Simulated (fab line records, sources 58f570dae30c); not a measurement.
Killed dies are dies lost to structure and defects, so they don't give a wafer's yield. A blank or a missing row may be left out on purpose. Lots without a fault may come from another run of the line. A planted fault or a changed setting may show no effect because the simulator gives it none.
One fault seen from 2 desks | flow berkeley_cmos170 | each desk has only its own numbers; what lay behind them comes last

THE TOOL OWNER'S DESK: pecvd-03
The tool's own readings at UCB170_V1_CVD_00 (deposits SiO2 from TEOS/O2, target thk 2000 nm, time 250 s): means of the sampled wafers that have a number, for each lot that ran on this tool. A lot is out of limits, marked OUT, if its mean lies more than 4 standard deviations from the usual mean; the brackets give that distance.
Columns: A = heater_power_w at UCB170_V1_CVD_00, usual 250 W
lot  | first seen here | A
L889 | day 8 16:08     | 230
L892 | day 9 02:10     | 234
L890 | day 9 05:37     | 221
L899 | day 10 15:37    | 228
L900 | day 11 00:42    | 268
L903 | day 11 05:02    | 220
This desk's finding: nothing out of limits on any of the 6 lots.

THE METROLOGY DESK
What the gauges read, lot by lot, whatever tool the lot ran on: means of the sampled wafers that have a number. A lot is out of limits, marked OUT, if its mean lies more than 4 standard deviations from the usual mean; the brackets give that distance.
Columns: A = V1_TEOS_THK at UCB170_V1_THK_MEAS_01, usual 1988 nm; B = cd_nm at UCB170_M2_CD_MEAS_15, usual 700.3 nm
lot  | first seen here | A             | B
L889 | day 8 16:19     | 2010          | 701.9
L892 | day 9 02:19     | 1977          | 700.8
L893 | day 9 04:26     | 1974          | 700.0
L891 | day 9 05:46     | 2003          | 699.8
L890 | day 9 05:46     | 1962          | 701.2
L894 | day 9 05:47     | 2012          | 699.8
L899 | day 10 15:48    | 2001          | 699.4
L900 | day 11 00:52    | 814 (-43) OUT | 700.1
L902 | day 11 02:11    | 1971          | 702.6
L901 | day 11 03:35    | 2007          | 700.8
L903 | day 11 05:08    | 828 (-43) OUT | 700.7
L904 | day 11 18:12    | 1949          | 699.9
L906 | day 12 05:29    | 2005          | 700.7
L909 | day 13 10:26    | 1987          | 700.1
This desk's finding: out of limits on L900, L903; first on L900, day 11 00:52 (V1_TEOS_THK at UCB170_V1_THK_MEAS_01). In limits: L889, L892, L893, L891, L890, L894, L899, L902, L901, L904, L906, L909.

PUT TOGETHER
The metrology desk could have raised an alarm at day 11 00:52, on L900, L903.
The tool owner's desk saw nothing out of limits.
The tool owner's desk has L900, L903 on record, within its limits.
Of the lots named, all ran UCB170_V1_CVD_00 on pecvd-03.

WHAT THE SIMULATOR HAD PUT IN
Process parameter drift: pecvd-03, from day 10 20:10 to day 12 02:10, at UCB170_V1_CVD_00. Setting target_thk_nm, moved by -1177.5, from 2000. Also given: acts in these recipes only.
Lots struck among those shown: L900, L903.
Hours from the fault's start to each desk's first reading out of limits: the metrology desk, 5.
